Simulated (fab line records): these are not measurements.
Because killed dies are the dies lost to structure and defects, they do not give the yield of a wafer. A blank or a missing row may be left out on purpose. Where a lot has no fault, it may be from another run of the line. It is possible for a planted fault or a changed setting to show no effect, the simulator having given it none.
A struck lot beside a sound one	flow rit_cmos	15 out of 202 route steps
Sound: wafers L185.1, L185.2, L185.6. Wafers L189.1, L189.2, L189.5 were the ones struck. Last of all comes the cause.
Order at every step that has rows: each side's tool, ch and its chambers, its first start. Under that, the readings that differ: sound wafers	struck wafers	difference of the means	sigmas: that difference in standard deviations of wafers without a fault.
alike: readings with means less than 2 such deviations apart, plus words and numbers identical on both sides. not compared: withheld readings, readings lacking a value on some wafer, bounds such as >300 that could conceal the same value, and numbers that have no deviation in the record and whose values overlap.
The two part at a step that has a row with sigmas, a row that says differs or no value, or rows on one side only. Non-overlapping numbers with no deviation appear without sigmas and do not part them. A reading missing from all wafers of one side parts the sides only when that side holds two or more wafers.

first, 2 steps without rows for these wafers: RIT_NRETRO_HARDBAKE_07 (time 120 s); RIT_NRETRO_IMPLANT_08.
RIT_NRETRO_STRIP_09: strips in O2, time 180 s.
  sound on plasma_asher-04 ch 0,1, day 3 20:53; struck on plasma_asher-04 ch 0,1, day 4 18:34
  alike: drypump_motor_current_A, rf_refl_power_W
  not compared: rf_hours_counter_h
RIT_NRETRO_TW_MEAS_10:
  sound: film_metro-03 at day 3 21:05; struck: film_metro-04 at day 4 18:44
reading	sound	struck	difference	sigmas
NRETRO_TW	1054 1059 1056	1038 1044 1043	-15	-3
then, 6 steps without rows for these wafers: RIT_PRETRO_HMDS_00 (prime time 60 s); RIT_PRETRO_COAT_01 (resist thk 1300 nm); RIT_PRETRO_SOFTBAKE_02 (time 60 s); RIT_PRETRO_EXPOSE_03 (exposes mask M5, target cd 43700 nm); RIT_PRETRO_PEB_04; RIT_PRETRO_DEVELOP_05 (develop time 68 s).
RIT_PRETRO_OVL_MEAS_06:
  sound: overlay-01 at day 3 22:13; struck: overlay-02 at day 4 19:41
  alike: PRETRO_OVL
then, 1 step without rows for these wafers: RIT_PRETRO_HARDBAKE_07 (time 120 s).
RIT_PRETRO_IMPLANT_08:
  sound on implanter-02 ch 0, day 3 22:30; struck on implanter-02 ch 0, day 4 19:58
reading	sound	struck	difference	sigmas
dose_ions_cm2	1.1998e+13 1.2004e+13 1.2003e+13	1.2394e+13 1.2411e+13 1.2409e+13	+4.0300e+11	+34
  alike: beam_energy_keV, faraday_current_uA
RIT_PRETRO_STRIP_09: strips in O2, time 180 s.
  sound on plasma_asher-03 ch 0,1, day 3 22:39; struck on plasma_asher-02 ch 0,1, day 4 20:07
  alike: drypump_motor_current_A, rf_refl_power_W
  not compared: rf_hours_counter_h
RIT_M1_PROBE_99:
  the record has rows for the struck wafers here (prober-02, day 5 22:49) and none for the sound ones

== WHERE THEY PART ==
Earliest at RIT_NRETRO_TW_MEAS_10; latest, in this record, at RIT_M1_PROBE_99.

WHY: whatever the simulator had introduced
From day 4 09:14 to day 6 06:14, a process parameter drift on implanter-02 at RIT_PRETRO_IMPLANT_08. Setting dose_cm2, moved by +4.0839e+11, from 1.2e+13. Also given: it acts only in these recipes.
